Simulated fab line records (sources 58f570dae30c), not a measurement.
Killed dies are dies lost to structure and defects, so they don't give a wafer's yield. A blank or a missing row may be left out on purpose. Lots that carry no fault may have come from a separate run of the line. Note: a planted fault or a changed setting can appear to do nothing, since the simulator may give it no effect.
A lot that was struck, set against a sound lot	flow berkeley_cmos170	15 steps out of a route of 331
Sound: these wafers, L544.1, L544.3, L544.4. The struck wafers were L553.1, L553.5, L553.6. The cause is named last.
Order at every step that has rows: each side's tool, ch and its chambers, its first start. Under that, the readings that differ: sound wafers	struck wafers	difference of the means	sigmas: that difference in standard deviations of wafers without a fault.
alike: readings whose means differ by less than 2 such deviations, and words and numbers that are the same on both sides. not compared: withheld readings, readings that some wafer has no value for, bounds like >300 that may hide the same value, and numbers for which the record gives no deviation and whose values overlap.
Wherever a step has rows on one side only, a row that says differs or no value, or a row with sigmas, the two part there. When numbers do not overlap yet have no deviation, they are printed without sigmas and do not part them. A reading that every wafer of one side lacks parts them only if that side has two wafers or more.

first, 1 step without rows for these wafers: UCB170_PWELL_OXIDATION_02 (target thk 26.4 nm, ox time 1260 s).
UCB170_PWELL_THK_MEAS_03:
  sound on film_metro-03, day 5 07:31; struck on film_metro-04, day 6 19:22
  alike: PWELL_OXIDE_THK
then, 2 steps without rows for these wafers: UCB170_PWELL_ANNEAL_04 (time 900 s); UCB170_PWELL_CVD_05 (deposits Si3N4 from SiH2Cl2/NH3, target thk 220 nm, time 3300 s).
UCB170_PWELL_THK_MEAS_06:
  sound on film_metro-01, day 5 12:08; struck on film_metro-01, day 7 03:22
  alike: PWELL_NITRIDE_THK
then, 6 steps without rows for these wafers: UCB170_PWELL_HMDS_07 (prime time 60 s); UCB170_PWELL_COAT_08 (resist thk 900 nm); UCB170_PWELL_SOFTBAKE_09 (time 60 s); UCB170_PWELL_EXPOSE_10 (exposes mask PWELL, target cd 3000 nm); UCB170_PWELL_PEB_11; UCB170_PWELL_DEVELOP_12 (develop time 45 s).
UCB170_PWELL_OVL_MEAS_13:
  sound on overlay-01, day 5 15:15; struck on overlay-02, day 7 06:35
reading	sound	struck	difference	sigmas
PWELL_OVL (nm)	-4 -11 -9	3 7 6	+13	+2
UCB170_PWELL_ETCH_14: etches Si3N4 in CH3F/Ar/O2, stops on SiO2, target depth 242 nm, time 151 s.
  sound on rie_diel-04 ch 0,1,2, day 5 15:17; struck on rie_diel-04 ch 1,3, day 7 06:37
reading	sound	struck	difference	sigmas
oes_product_au (a.u.)	0.942 0.959 0.945	0.911 0.930 0.931	-0.025	-2
over_etch_frac	0.1 0.1 0.1	0.12738 0.12738 0.12738	+0.02738	
model.SiO2_of_PWELL_OXIDATION_02.thk_nm (nm)	22.28 22.16 22.54	21.32 20.85 21.82	-1.00	
  alike: O2_flow_sccm, drypump_motor_current_A, throttle_valve_pct
  not compared: rf_hours_counter_h
then, 1 step without rows for these wafers: UCB170_PWELL_IMPLANT_15.
UCB170_M3_PROBE_99:
  rows exist in the record for the sound wafers here (prober-02, day 11 21:11), none for the struck ones

== WHERE THEY PART ==
Last at UCB170_M3_PROBE_99 as far as this record goes, first at UCB170_PWELL_OVL_MEAS_13.

WHY: what the simulator had put in
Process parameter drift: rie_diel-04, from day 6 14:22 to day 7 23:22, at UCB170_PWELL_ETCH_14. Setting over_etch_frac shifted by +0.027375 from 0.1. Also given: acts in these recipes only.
